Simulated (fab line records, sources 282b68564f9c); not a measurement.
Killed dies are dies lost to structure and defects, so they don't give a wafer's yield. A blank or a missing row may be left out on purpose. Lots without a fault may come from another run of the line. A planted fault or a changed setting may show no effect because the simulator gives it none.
Which tool did it? | flow rit_cmos | 14 lots, 42 wafers sampled, at 2 steps of a route of 202

WHAT THE GAUGES READ, wafer by wafer
RIT_M1_CD_MEAS_90: target cd 2600 nm.
lot  | measured    | on        | cd_nm (nm)
L889 | day 4 08:14 | cd_sem-01 | 2602.6 2601.8 2597.4
L890 | day 4 11:55 | cd_sem-02 | 2601.2 2601.8 2602.2
L891 | day 4 12:04 | cd_sem-01 | 2596.5 2596.5 2599.5
L893 | day 5 03:14 | cd_sem-01 | 2602.7 2603.1 2602.2
L894 | day 5 04:11 | cd_sem-01 | 2598.9 2599.1 2598.7
L896 | day 5 15:41 | cd_sem-02 | 2604.8 2602.9 2604.2
L897 | day 5 18:42 | cd_sem-01 | 2599.1 2599.4 2600.7
L901 | day 6 22:40 | cd_sem-02 | 2601.5 2597.8 2597.4
L902 | day 7 01:12 | cd_sem-02 | 2598.3 2597.9 2597.5
L904 | day 7 09:54 | cd_sem-02 | 2593.8 2593.0 2592.1
L905 | day 7 13:06 | cd_sem-02 | 2599.0 2600.6 2600.4
L907 | day 7 21:54 | cd_sem-01 | 2591.7 2592.8 2590.1 2591.7 2592.6 2590.6
L908 | day 8 00:59 | cd_sem-02 | 2596.5 2601.1 2600.1
L909 | day 8 06:02 | cd_sem-02 | 2602.4 2600.5 2603.0

WHICH TOOL RAN EACH LOT (tool, then ch and the chambers of the sampled wafers, then the start)
lot  | RIT_M1_METAL_ETCH_12
L889 | rie_metal-03 ch 0,1, day 4 07:36
L890 | rie_metal-04 ch 0,1, day 4 11:21
L891 | rie_metal-01 ch 0,1, day 4 11:33
L893 | rie_metal-04 ch 0,1, day 5 02:44
L894 | rie_metal-01 ch 0,1, day 5 03:41
L896 | rie_metal-04 ch 0,1, day 5 15:09
L897 | rie_metal-01 ch 0,1, day 5 18:11
L901 | rie_metal-03 ch 0,1, day 6 22:09
L902 | rie_metal-01 ch 0, day 7 00:41
L904 | rie_metal-01 ch 0,1, day 7 09:21
L905 | rie_metal-04 ch 0,1, day 7 12:35
L907 | rie_metal-01 ch 0,1, day 7 21:21
L908 | rie_metal-04 ch 0,1, day 8 00:28
L909 | rie_metal-03 ch 1, day 8 05:28
- RIT_M1_METAL_ETCH_12: etches Al in Cl2/BCl3, stops on SiO2, time 165 s, target depth 600 nm.

WHAT THE TOOLS THEMSELVES READ (means of the sampled wafers that have a number; where no wafer has one, the mark that the record gives instead)
RIT_M1_METAL_ETCH_12.
lot  | tool         | drypump_motor_current_A (A) | oes_product_au (a.u.) | throttle_valve_pct (%)
L889 | rie_metal-03 | 5.48                        | 0.789                 | 8.26
L890 | rie_metal-04 | 5.96                        | 0.770                 | 8.39
L891 | rie_metal-01 | 5.74                        | 0.767                 | 8.16
L893 | rie_metal-04 | 5.93                        | 0.765                 | 8.41
L894 | rie_metal-01 | 5.72                        | 0.771                 | 8.22
L896 | rie_metal-04 | 5.94                        | 0.775                 | 8.40
L897 | rie_metal-01 | 5.75                        | 0.770                 | 8.15
L901 | rie_metal-03 | 5.59                        | 0.785                 | 8.16
L902 | rie_metal-01 | 5.69                        | 0.787                 | 8.30
L904 | rie_metal-01 | 5.78                        | 0.696                 | 8.17
L905 | rie_metal-04 | 5.89                        | 0.796                 | 8.42
L907 | rie_metal-01 | 5.76                        | 0.698                 | 8.16
L908 | rie_metal-04 | 5.89                        | 0.790                 | 8.42
L909 | rie_metal-03 | 5.41                        | 0.780                 | 8.36

THE ANSWER, worked out from the rows above alone
Rule: what is usual is taken from the lots themselves. Put in order of their means at a reading, lots are off if they are a third of the lots or fewer, leave a main group of 4 or more, and stand apart from it by a gap of 3 or more times the standard deviation of the main group's means; of several such gaps the widest counts. A main group whose means are all the same, to the digits that the tables above print for the reading, isn't used. A lot without any number at a reading at which 4 lots or more have one is off too. The other lots that the step has rows for count as sound. The gauges are gone through in route order, then the tools' own readings, and for those a lot's mean is taken as printed above. The first step at which some lot is off is used, and at that step the reading that is off furthest; a lot without a number counts as furthest.
Off: L904, L907, at RIT_M1_METAL_ETCH_12 (oes_product_au). The main group: mean 0.779 a.u., standard deviation 0.01.
A tool fits if, at that step or a process step before it, it ran every lot that is off, and no sound lot after the first of them. One fits: rie_metal-01 at RIT_M1_METAL_ETCH_12. Its last sound lot is L902 (day 7 00:41), its first lot that is off L904 (day 7 09:21): a fault that began between those two fits.
The tool's own readings at RIT_M1_METAL_ETCH_12 bear it out: on the lots that are off they differ by more than 5 times the standard deviation of the sound lots' means. oes_product_au reads 0.697 a.u. there against 0.779 a.u. on the sound lots.

WHAT THE SIMULATOR HAD PUT IN
Process parameter drift: rie_metal-01, from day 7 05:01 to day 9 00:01, at RIT_M1_METAL_ETCH_12. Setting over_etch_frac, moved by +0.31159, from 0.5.
Lots struck among those shown: L904, L907. The rule above found the same.
